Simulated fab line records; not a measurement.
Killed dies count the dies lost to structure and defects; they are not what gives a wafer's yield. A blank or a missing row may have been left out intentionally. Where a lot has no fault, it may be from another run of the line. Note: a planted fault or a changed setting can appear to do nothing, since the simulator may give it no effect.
fab line records :: flow berkeley_cmos170 :: part 2 of 2: steps 28 to 38 of 38
record:
  lots: 5
  wafers: 15
  last_day: 10
route steps=331 shown NWELL@30 PWELL@34 WELLDRIVE@55 ACTIVE@60
lots that met no fault: from a run of the same line without faults
start_h: hours from the record's opening day to when the first of the lot's shown wafers began :: wait_h: hours from the lot's prior step to this one :: " identical to the entry in the row above :: L1.1+2: one row covering several wafers at once :: - no value, or no start was given :: * or withheld: withheld :: < > ~ a bound
route shown NAME@n: names a module that has steps shown in the file, with the first one's number in the route :: usual: mean/standard deviation of fault-free wafers :: same: alike in all rows :: chamber/n: place in a boat :: sites: the reading at each site :: _std_site: standard deviation of those values :: _edge_site: the outer-site mean with the inner-site mean subtracted :: radius_mm: for every site, how far away it sits from the centre of the wafer :: mask NAME#n: copy n :: behind: the tool/chamber that last shaped the wafer :: hold: reason for holding the lot/hours on hold/outcome of the hold :: device: names the non-switching transistor (n, p or np) :: end of line: tests of these same wafers at the route's end :: step lacking rows: just its recipe :: killed: the dies lost at the first sort to structure and to defects; this is not the yield of the wafer :: map: shows each die of a wafer: x if killed, . if not, _ if none is there
set.NAME: the run value of the setting; set.NAME@STEP: its run value at that earlier step :: model.NAME: the simulator's own value behind a step, which no gauge read
lots at selected steps of the route; one table per step, one row per wafer
services: from which hour (start_h, from the record's first day; less than 0 if before it) a tool's chamber was out of use, for how many hours, and why
== steps ==
step: UCB170_WELLDRIVE_THK_MEAS_02
recipe:
  reads: SiO2_of_WELLDRIVE_OXIDATION_01
usual:
  WELLDRIVE_OXIDE_THK: 199/3.2
lot.wafer: L076.1
tool: film_metro-01
chamber: -
start_h: 78.88
wait_h: 0.0
WELLDRIVE_OXIDE_THK[nm]: 200

lot.wafer: L076.4
tool: film_metro-01
chamber: -
start_h: 78.88
wait_h: 0.0
WELLDRIVE_OXIDE_THK[nm]: 196

lot.wafer: L076.5
tool: film_metro-01
chamber: -
start_h: 78.88
wait_h: 0.0
WELLDRIVE_OXIDE_THK[nm]: 200

lot.wafer: L075.1
tool: film_metro-01
chamber: -
start_h: 78.94
wait_h: 0.1
WELLDRIVE_OXIDE_THK[nm]: 194

lot.wafer: L075.2
tool: film_metro-01
chamber: -
start_h: 78.94
wait_h: 0.1
WELLDRIVE_OXIDE_THK[nm]: 200

lot.wafer: L075.4
tool: film_metro-01
chamber: -
start_h: 78.94
wait_h: 0.1
WELLDRIVE_OXIDE_THK[nm]: 200

lot.wafer: L080.4
tool: film_metro-01
chamber: -
start_h: 98.53
wait_h: 0.0
WELLDRIVE_OXIDE_THK[nm]: 197

lot.wafer: L080.5
tool: film_metro-01
chamber: -
start_h: 98.53
wait_h: 0.0
WELLDRIVE_OXIDE_THK[nm]: 198

lot.wafer: L080.6
tool: film_metro-01
chamber: -
start_h: 98.53
wait_h: 0.0
WELLDRIVE_OXIDE_THK[nm]: 198

lot.wafer: L085.1
tool: film_metro-03
chamber: -
start_h: 113.24
wait_h: 0.0
WELLDRIVE_OXIDE_THK[nm]: 194

lot.wafer: L085.2
tool: film_metro-03
chamber: -
start_h: 113.24
wait_h: 0.0
WELLDRIVE_OXIDE_THK[nm]: 197

lot.wafer: L085.3
tool: film_metro-03
chamber: -
start_h: 113.24
wait_h: 0.0
WELLDRIVE_OXIDE_THK[nm]: 193

lot.wafer: L089.1
tool: film_metro-01
chamber: -
start_h: 138.00
wait_h: 0.0
WELLDRIVE_OXIDE_THK[nm]: 203

lot.wafer: L089.2
tool: film_metro-01
chamber: -
start_h: 138.00
wait_h: 0.0
WELLDRIVE_OXIDE_THK[nm]: 200

lot.wafer: L089.5
tool: film_metro-01
chamber: -
start_h: 138.00
wait_h: 0.0
WELLDRIVE_OXIDE_THK[nm]: 202
step: UCB170_WELLDRIVE_ANNEAL_03
recipe:
  temp_c: 1100
  time_s: 900
  ambient: N2
usual:
  tube_center_temp_C: 1100.0/0.11
  zone_power_centre_pct: 53.8/0.97
lot.wafer: L075.1
tool: furnace-03
chamber: 0
start_h: 82.16
wait_h: 3.2
tube_center_temp_C: 1100.0
zone_power_centre_pct: 53.1

lot.wafer: L075.2
tool: furnace-03
chamber: 0
start_h: 82.16
wait_h: 3.2
tube_center_temp_C: 1100.0
zone_power_centre_pct: 53.4

lot.wafer: L075.4
tool: furnace-03
chamber: 0
start_h: 82.16
wait_h: 3.2
tube_center_temp_C: 1100.0
zone_power_centre_pct: 53.4

lot.wafer: L076.1
tool: furnace-03
chamber: 0
start_h: 82.16
wait_h: 3.3
tube_center_temp_C: 1099.9
zone_power_centre_pct: 53.5

lot.wafer: L076.4
tool: furnace-03
chamber: 0
start_h: 82.16
wait_h: 3.3
tube_center_temp_C: 1100.0
zone_power_centre_pct: 52.7

lot.wafer: L076.5
tool: furnace-03
chamber: 0
start_h: 82.16
wait_h: 3.3
tube_center_temp_C: 1100.0
zone_power_centre_pct: 52.2

lot.wafer: L080.4
tool: furnace-02
chamber: 0
start_h: 100.06
wait_h: 1.5
tube_center_temp_C: 1100.0
zone_power_centre_pct: 53.7

lot.wafer: L080.5
tool: furnace-02
chamber: 0
start_h: 100.06
wait_h: 1.5
tube_center_temp_C: 1099.9
zone_power_centre_pct: 52.6

lot.wafer: L080.6
tool: furnace-02
chamber: 0
start_h: 100.06
wait_h: 1.5
tube_center_temp_C: 1099.8
zone_power_centre_pct: 54.2

lot.wafer: L085.1
tool: furnace-02
chamber: 0
start_h: 115.99
wait_h: 2.7
tube_center_temp_C: 1100.1
zone_power_centre_pct: 53.7

lot.wafer: L085.2
tool: furnace-02
chamber: 0
start_h: 115.99
wait_h: 2.7
tube_center_temp_C: 1100.0
zone_power_centre_pct: 53.7

lot.wafer: L085.3
tool: furnace-02
chamber: 0
start_h: 115.99
wait_h: 2.7
tube_center_temp_C: 1099.9
zone_power_centre_pct: 54.5

lot.wafer: L089.1
tool: furnace-02
chamber: 0
start_h: 141.81
wait_h: 3.8
tube_center_temp_C: 1100.0
zone_power_centre_pct: 53.5

lot.wafer: L089.2
tool: furnace-02
chamber: 0
start_h: 141.81
wait_h: 3.8
tube_center_temp_C: 1099.9
zone_power_centre_pct: 54.4

lot.wafer: L089.5
tool: furnace-02
chamber: 0
start_h: 141.81
wait_h: 3.8
tube_center_temp_C: 1100.1
zone_power_centre_pct: 54.5
step: UCB170_WELLDRIVE_WET_ETCH_04
recipe:
  chemistry: BOE
  dilution: 5:1
  target: SiO2
  temp_c: 25
  time_s: 120
lot.wafer: L075.1+2+4
tool: wet_bench-04
chamber: 3
start_h: 84.54
wait_h: 1.1

lot.wafer: L076.1+4+5
tool: wet_bench-04
chamber: 2
start_h: 84.54
wait_h: 1.1

lot.wafer: L080.4+5+6
tool: wet_bench-02
chamber: 2
start_h: 101.60
wait_h: 0.3

lot.wafer: L085.1+2+3
tool: wet_bench-04
chamber: 3
start_h: 117.24
wait_h: 0.0

lot.wafer: L089.1+2+5
tool: wet_bench-02
chamber: 1
start_h: 143.71
wait_h: 0.6
step: UCB170_ACTIVE_CLEAN_00
recipe:
  chemistry: SPM
  temp_c: 120
  time_s: 600
usual:
  bath_guard_temp_C: 120.3/0.49
lot.wafer: L075.1
tool: wet_bench-02
chamber: 3
start_h: 84.82
wait_h: 0.2
bath_guard_temp_C: 120.2

lot.wafer: L075.2
tool: wet_bench-02
chamber: 3
start_h: 84.82
wait_h: 0.2
bath_guard_temp_C: 120.5

lot.wafer: L075.4
tool: wet_bench-02
chamber: 3
start_h: 84.82
wait_h: 0.2
bath_guard_temp_C: 120.2

lot.wafer: L076.1
tool: wet_bench-02
chamber: 1
start_h: 84.82
wait_h: 0.2
bath_guard_temp_C: 120.5

lot.wafer: L076.4
tool: wet_bench-02
chamber: 1
start_h: 84.82
wait_h: 0.2
bath_guard_temp_C: 120.6

lot.wafer: L076.5
tool: wet_bench-02
chamber: 1
start_h: 84.82
wait_h: 0.2
bath_guard_temp_C: 120.2

lot.wafer: L080.4
tool: wet_bench-02
chamber: 1
start_h: 101.66
wait_h: 0.0
bath_guard_temp_C: 120.6

lot.wafer: L080.5
tool: wet_bench-02
chamber: 1
start_h: 101.66
wait_h: 0.0
bath_guard_temp_C: 120.5

lot.wafer: L080.6
tool: wet_bench-02
chamber: 1
start_h: 101.66
wait_h: 0.0
bath_guard_temp_C: 120.2

lot.wafer: L085.1
tool: wet_bench-04
chamber: 1
start_h: 117.29
wait_h: 0.0
bath_guard_temp_C: 120.2

lot.wafer: L085.2
tool: wet_bench-04
chamber: 1
start_h: 117.29
wait_h: 0.0
bath_guard_temp_C: 120.3

lot.wafer: L085.3
tool: wet_bench-04
chamber: 1
start_h: 117.29
wait_h: 0.0
bath_guard_temp_C: 120.2

lot.wafer: L089.1
tool: wet_bench-02
chamber: 1
start_h: 143.77
wait_h: 0.0
bath_guard_temp_C: 120.4

lot.wafer: L089.2
tool: wet_bench-02
chamber: 1
start_h: 143.77
wait_h: 0.0
bath_guard_temp_C: 120.3

lot.wafer: L089.5
tool: wet_bench-02
chamber: 1
start_h: 143.77
wait_h: 0.0
bath_guard_temp_C: 120.1
step: UCB170_ACTIVE_CLEAN_01
recipe:
  chemistry: dHF
  dilution: 25:1
  time_s: 60
lot.wafer: L075.1+2+4
tool: wet_bench-01
chamber: 2
start_h: 87.00
wait_h: 2.0

lot.wafer: L076.1+4+5
tool: wet_bench-01
chamber: 0
start_h: 87.00
wait_h: 2.0

lot.wafer: L080.4+5+6
tool: wet_bench-02
chamber: 2
start_h: 101.84
wait_h: 0.0

lot.wafer: L085.1+2+3
tool: wet_bench-01
chamber: 1
start_h: 117.46
wait_h: 0.0

lot.wafer: L089.1+2+5
tool: wet_bench-02
chamber: 3
start_h: 143.94
wait_h: 0.0
step: UCB170_ACTIVE_OXIDATION_02
recipe:
  temp_c: 1000
  ambient: O2
  target_thk_a: 264
  ox_time_s: 1260
usual:
  tube_center_temp_C: 1000/0.089
  zone_power_centre_pct: 47.8/0.69
lot.wafer: L075.1
tool: furnace-03
chamber: 0
start_h: 88.30
wait_h: 1.3
tube_center_temp_C: 999.94
zone_power_centre_pct: 46.7

lot.wafer: L075.2
tool: furnace-03
chamber: 0
start_h: 88.30
wait_h: 1.3
tube_center_temp_C: 999.97
zone_power_centre_pct: 47.4

lot.wafer: L075.4
tool: furnace-03
chamber: 0
start_h: 88.30
wait_h: 1.3
tube_center_temp_C: 1000.1
zone_power_centre_pct: 47.7

lot.wafer: L076.1
tool: furnace-03
chamber: 0
start_h: 88.30
wait_h: 1.3
tube_center_temp_C: 999.88
zone_power_centre_pct: 47.3

lot.wafer: L076.4
tool: furnace-03
chamber: 0
start_h: 88.30
wait_h: 1.3
tube_center_temp_C: 1000.1
zone_power_centre_pct: 47.2

lot.wafer: L076.5
tool: furnace-03
chamber: 0
start_h: 88.30
wait_h: 1.3
tube_center_temp_C: 999.91
zone_power_centre_pct: 47.4

lot.wafer: L080.4
tool: furnace-02
chamber: 0
start_h: 105.56
wait_h: 3.7
tube_center_temp_C: 1000
zone_power_centre_pct: 48.1

lot.wafer: L080.5
tool: furnace-02
chamber: 0
start_h: 105.56
wait_h: 3.7
tube_center_temp_C: 999.95
zone_power_centre_pct: 48.2

lot.wafer: L080.6
tool: furnace-02
chamber: 0
start_h: 105.56
wait_h: 3.7
tube_center_temp_C: 999.98
zone_power_centre_pct: 48.5

lot.wafer: L085.1
tool: furnace-02
chamber: 0
start_h: 120.74
wait_h: 3.3
tube_center_temp_C: 999.93
zone_power_centre_pct: 47.8

lot.wafer: L085.2
tool: furnace-02
chamber: 0
start_h: 120.74
wait_h: 3.3
tube_center_temp_C: 1000.2
zone_power_centre_pct: 48.2

lot.wafer: L085.3
tool: furnace-02
chamber: 0
start_h: 120.74
wait_h: 3.3
tube_center_temp_C: 999.89
zone_power_centre_pct: 47.8

lot.wafer: L089.1
tool: furnace-03
chamber: 0
start_h: 146.53
wait_h: 2.6
tube_center_temp_C: 1000
zone_power_centre_pct: 47.6

lot.wafer: L089.2
tool: furnace-03
chamber: 0
start_h: 146.53
wait_h: 2.6
tube_center_temp_C: 1000.1
zone_power_centre_pct: 47.2

lot.wafer: L089.5
tool: furnace-03
chamber: 0
start_h: 146.53
wait_h: 2.6
tube_center_temp_C: 999.85
zone_power_centre_pct: 46.9
step: UCB170_ACTIVE_THK_MEAS_03
recipe:
  reads: SiO2_of_ACTIVE_OXIDATION_02
usual:
  ACTIVE_OXIDE_THK: 26.1/0.55
lot.wafer: L075.1
tool: film_metro-02
chamber: -
start_h: 89.65
wait_h: 0.0
ACTIVE_OXIDE_THK[nm]: 26.4

lot.wafer: L075.2
tool: film_metro-02
chamber: -
start_h: 89.65
wait_h: 0.0
ACTIVE_OXIDE_THK[nm]: 25.8

lot.wafer: L075.4
tool: film_metro-02
chamber: -
start_h: 89.65
wait_h: 0.0
ACTIVE_OXIDE_THK[nm]: 25.9

lot.wafer: L076.1
tool: film_metro-03
chamber: -
start_h: 89.65
wait_h: 0.0
ACTIVE_OXIDE_THK[nm]: 25.9

lot.wafer: L076.4
tool: film_metro-03
chamber: -
start_h: 89.65
wait_h: 0.0
ACTIVE_OXIDE_THK[nm]: 25.9

lot.wafer: L076.5
tool: film_metro-03
chamber: -
start_h: 89.65
wait_h: 0.0
ACTIVE_OXIDE_THK[nm]: 26.4

lot.wafer: L080.4
tool: film_metro-04
chamber: -
start_h: 106.94
wait_h: 0.0
ACTIVE_OXIDE_THK[nm]: 25.7

lot.wafer: L080.5
tool: film_metro-04
chamber: -
start_h: 106.94
wait_h: 0.0
ACTIVE_OXIDE_THK[nm]: 25.9

lot.wafer: L080.6
tool: film_metro-04
chamber: -
start_h: 106.94
wait_h: 0.0
ACTIVE_OXIDE_THK[nm]: 26.3

lot.wafer: L085.1
tool: film_metro-02
chamber: -
start_h: 122.09
wait_h: 0.0
ACTIVE_OXIDE_THK[nm]: 26.2

lot.wafer: L085.2
tool: film_metro-02
chamber: -
start_h: 122.09
wait_h: 0.0
ACTIVE_OXIDE_THK[nm]: 26.5

lot.wafer: L085.3
tool: film_metro-02
chamber: -
start_h: 122.09
wait_h: 0.0
ACTIVE_OXIDE_THK[nm]: 26.7

lot.wafer: L089.1
tool: film_metro-04
chamber: -
start_h: 147.88
wait_h: 0.0
ACTIVE_OXIDE_THK[nm]: 26.2

lot.wafer: L089.2
tool: film_metro-04
chamber: -
start_h: 147.88
wait_h: 0.0
ACTIVE_OXIDE_THK[nm]: 26.5

lot.wafer: L089.5
tool: film_metro-04
chamber: -
start_h: 147.88
wait_h: 0.0
ACTIVE_OXIDE_THK[nm]: 26.5
step: UCB170_ACTIVE_ANNEAL_04
recipe:
  temp_c: 1000
  time_s: 900
  ambient: N2
usual:
  tube_center_temp_C: 1000.00/0.11
  zone_power_centre_pct: 47.4/0.71
lot.wafer: L075.1
tool: furnace-03
chamber: 0
start_h: 92.50
wait_h: 2.8
tube_center_temp_C: 999.96
zone_power_centre_pct: 47.6

lot.wafer: L075.2
tool: furnace-03
chamber: 0
start_h: 92.50
wait_h: 2.8
tube_center_temp_C: 1000.1
zone_power_centre_pct: 47.8

lot.wafer: L075.4
tool: furnace-03
chamber: 0
start_h: 92.50
wait_h: 2.8
tube_center_temp_C: 999.95
zone_power_centre_pct: 46.4

lot.wafer: L076.1
tool: furnace-03
chamber: 0
start_h: 92.50
wait_h: 2.8
tube_center_temp_C: 999.98
zone_power_centre_pct: 47.7

lot.wafer: L076.4
tool: furnace-03
chamber: 0
start_h: 92.50
wait_h: 2.8
tube_center_temp_C: 1000.0
zone_power_centre_pct: 47.4

lot.wafer: L076.5
tool: furnace-03
chamber: 0
start_h: 92.50
wait_h: 2.8
tube_center_temp_C: 999.90
zone_power_centre_pct: 47.0

lot.wafer: L080.4
tool: furnace-03
chamber: 0
start_h: 109.06
wait_h: 2.1
tube_center_temp_C: 1000.2
zone_power_centre_pct: 46.9

lot.wafer: L080.5
tool: furnace-03
chamber: 0
start_h: 109.06
wait_h: 2.1
tube_center_temp_C: 1000.1
zone_power_centre_pct: 47.3

lot.wafer: L080.6
tool: furnace-03
chamber: 0
start_h: 109.06
wait_h: 2.1
tube_center_temp_C: 999.86
zone_power_centre_pct: 47.1

lot.wafer: L085.1
tool: furnace-03
chamber: 0
start_h: 125.68
wait_h: 3.6
tube_center_temp_C: 1000.0
zone_power_centre_pct: 45.8

lot.wafer: L085.2
tool: furnace-03
chamber: 0
start_h: 125.68
wait_h: 3.6
tube_center_temp_C: 1000.1
zone_power_centre_pct: 46.5

lot.wafer: L085.3
tool: furnace-03
chamber: 0
start_h: 125.68
wait_h: 3.6
tube_center_temp_C: 999.98
zone_power_centre_pct: 47.5

lot.wafer: L089.1
tool: furnace-03
chamber: 0
start_h: 149.38
wait_h: 1.5
tube_center_temp_C: 1000.2
zone_power_centre_pct: 46.9

lot.wafer: L089.2
tool: furnace-03
chamber: 0
start_h: 149.38
wait_h: 1.5
tube_center_temp_C: 1000.2
zone_power_centre_pct: 47.4

lot.wafer: L089.5
tool: furnace-03
chamber: 0
start_h: 149.38
wait_h: 1.5
tube_center_temp_C: 999.96
zone_power_centre_pct: 46.7
step: UCB170_ACTIVE_CVD_05
recipe:
  material: Si3N4
  target_thk_nm: 220
  temp_c: 800
  precursor: SiH2Cl2/NH3
  time_s: 3300
  pressure_mtorr: 200
  sih2cl2_flow_sccm: 25
  nh3_flow_sccm: 75
usual:
  zone_power_centre_pct: 40/3.1
lot.wafer: L075.1
tool: lpcvd-01
chamber: 1
start_h: 93.75
wait_h: 0.0
zone_power_centre_pct: 41

lot.wafer: L075.2
tool: lpcvd-01
chamber: 1
start_h: 93.75
wait_h: 0.0
zone_power_centre_pct: 40

lot.wafer: L075.4
tool: lpcvd-01
chamber: 1
start_h: 93.75
wait_h: 0.0
zone_power_centre_pct: 40

lot.wafer: L076.1
tool: lpcvd-01
chamber: 1
start_h: 93.75
wait_h: 0.0
zone_power_centre_pct: 41

lot.wafer: L076.4
tool: lpcvd-01
chamber: 1
start_h: 93.75
wait_h: 0.0
zone_power_centre_pct: 40

lot.wafer: L076.5
tool: lpcvd-01
chamber: 1
start_h: 93.75
wait_h: 0.0
zone_power_centre_pct: 41

lot.wafer: L080.4
tool: lpcvd-02
chamber: 0
start_h: 110.31
wait_h: 0.0
zone_power_centre_pct: 43

lot.wafer: L080.5
tool: lpcvd-02
chamber: 0
start_h: 110.31
wait_h: 0.0
zone_power_centre_pct: 44

lot.wafer: L080.6
tool: lpcvd-02
chamber: 0
start_h: 110.31
wait_h: 0.0
zone_power_centre_pct: 44

lot.wafer: L085.1
tool: lpcvd-01
chamber: 1
start_h: 126.93
wait_h: 0.0
zone_power_centre_pct: 40

lot.wafer: L085.2
tool: lpcvd-01
chamber: 1
start_h: 126.93
wait_h: 0.0
zone_power_centre_pct: 40

lot.wafer: L085.3
tool: lpcvd-01
chamber: 1
start_h: 126.93
wait_h: 0.0
zone_power_centre_pct: 40

lot.wafer: L089.1
tool: lpcvd-01
chamber: 0
start_h: 150.63
wait_h: 0.0
zone_power_centre_pct: 37

lot.wafer: L089.2
tool: lpcvd-01
chamber: 0
start_h: 150.63
wait_h: 0.0
zone_power_centre_pct: 36

lot.wafer: L089.5
tool: lpcvd-01
chamber: 0
start_h: 150.63
wait_h: 0.0
zone_power_centre_pct: 36
step: UCB170_ACTIVE_THK_MEAS_06
recipe:
  reads: Si3N4_of_ACTIVE_CVD_05
usual:
  ACTIVE_NITRIDE_THK: 219.9/2.3
lot.wafer: L075.1
tool: film_metro-02
chamber: -
start_h: 95.66
wait_h: 0.0
ACTIVE_NITRIDE_THK[nm]: 218.7

lot.wafer: L075.2
tool: film_metro-02
chamber: -
start_h: 95.66
wait_h: 0.0
ACTIVE_NITRIDE_THK[nm]: 216.9

lot.wafer: L075.4
tool: film_metro-02
chamber: -
start_h: 95.66
wait_h: 0.0
ACTIVE_NITRIDE_THK[nm]: 217.5

lot.wafer: L076.1
tool: film_metro-03
chamber: -
start_h: 95.66
wait_h: 0.0
ACTIVE_NITRIDE_THK[nm]: 218.6

lot.wafer: L076.4
tool: film_metro-03
chamber: -
start_h: 95.66
wait_h: 0.0
ACTIVE_NITRIDE_THK[nm]: 219.2

lot.wafer: L076.5
tool: film_metro-03
chamber: -
start_h: 95.66
wait_h: 0.0
ACTIVE_NITRIDE_THK[nm]: 220.5

lot.wafer: L080.4
tool: film_metro-04
chamber: -
start_h: 112.26
wait_h: 0.0
ACTIVE_NITRIDE_THK[nm]: 217.6

lot.wafer: L080.5
tool: film_metro-04
chamber: -
start_h: 112.26
wait_h: 0.0
ACTIVE_NITRIDE_THK[nm]: 218.1

lot.wafer: L080.6
tool: film_metro-04
chamber: -
start_h: 112.26
wait_h: 0.0
ACTIVE_NITRIDE_THK[nm]: 217.8

lot.wafer: L085.1
tool: film_metro-03
chamber: -
start_h: 129.80
wait_h: 0.0
ACTIVE_NITRIDE_THK[nm]: 220.4

lot.wafer: L085.2
tool: film_metro-03
chamber: -
start_h: 129.80
wait_h: 0.0
ACTIVE_NITRIDE_THK[nm]: 221.6

lot.wafer: L085.3
tool: film_metro-03
chamber: -
start_h: 129.80
wait_h: 0.0
ACTIVE_NITRIDE_THK[nm]: 223.1

lot.wafer: L089.1
tool: film_metro-03
chamber: -
start_h: 153.50
wait_h: 0.0
ACTIVE_NITRIDE_THK[nm]: 223.2

lot.wafer: L089.2
tool: film_metro-03
chamber: -
start_h: 153.50
wait_h: 0.0
ACTIVE_NITRIDE_THK[nm]: 222.3

lot.wafer: L089.5
tool: film_metro-03
chamber: -
start_h: 153.50
wait_h: 0.0
ACTIVE_NITRIDE_THK[nm]: 221.0
step: UCB170_ACTIVE_HMDS_07
recipe:
  prime_time_s: 60
  prime_temp_c: 100
lot.wafer: L075.1+2+4
tool: litho_track-04
chamber: 0
start_h: 96.02
wait_h: 0.4

lot.wafer: L076.1+4+5
tool: litho_track-01
chamber: 0
start_h: 96.09
wait_h: 0.4

lot.wafer: L080.4+5+6
tool: litho_track-01
chamber: 0
start_h: 112.48
wait_h: 0.2

lot.wafer: L085.1+2+3
tool: litho_track-01
chamber: 0
start_h: 130.26
wait_h: 0.4

lot.wafer: L089.1+2+5
tool: litho_track-02
chamber: 0
start_h: 153.83
wait_h: 0.3
== services ==
tool: furnace-03
chamber: -
start_h: 23.35
hours: 4.3
kind: pm

tool: implanter-03
chamber: -
start_h: 28.79
hours: 3.3
kind: pm

tool: krf_scanner-01
chamber: -
start_h: 33.25
hours: 1.3
kind: pm

tool: furnace-01
chamber: -
start_h: 36.73
hours: 15.2
kind: repair

tool: krf_scanner-01
chamber: -
start_h: 45.04
hours: 0.8
kind: pm

tool: plasma_asher-02
chamber: -
start_h: 45.80
hours: 0.4
kind: repair

tool: furnace-02
chamber: -
start_h: 45.94
hours: 7.3
kind: repair

tool: krf_scanner-02
chamber: -
start_h: 50.38
hours: 1.0
kind: pm

tool: implanter-03
chamber: -
start_h: 51.46
hours: 6.2
kind: repair

tool: implanter-02
chamber: -
start_h: 60.85
hours: 3.4
kind: repair

tool: plasma_asher-02
chamber: -
start_h: 72.50
hours: 0.9
kind: repair

tool: implanter-03
chamber: -
start_h: 76.99
hours: 1.1
kind: repair

tool: implanter-02
chamber: -
start_h: 78.51
hours: 13.8
kind: repair

tool: plasma_asher-02
chamber: -
start_h: 85.16
hours: 1.5
kind: repair

tool: krf_scanner-02
chamber: -
start_h: 90.16
hours: 1.3
kind: pm

tool: krf_scanner-01
chamber: -
start_h: 98.64
hours: 4.4
kind: pm

tool: plasma_asher-02
chamber: -
start_h: 102.95
hours: 19.8
kind: pm

tool: furnace-03
chamber: -
start_h: 103.00
hours: 3.3
kind: pm

tool: rie_diel-03
chamber: 3
start_h: 105.84
hours: 9.5
kind: repair

tool: lpcvd-01
chamber: -
start_h: 107.23
hours: 6.1
kind: pm

tool: implanter-02
chamber: -
start_h: 108.82
hours: 2.5
kind: repair

tool: furnace-01
chamber: -
start_h: 110.97
hours: 2.7
kind: pm

tool: rie_diel-03
chamber: 3
start_h: 116.43
hours: 5.1
kind: repair

tool: krf_scanner-02
chamber: -
start_h: 144.17
hours: 0.8
kind: pm
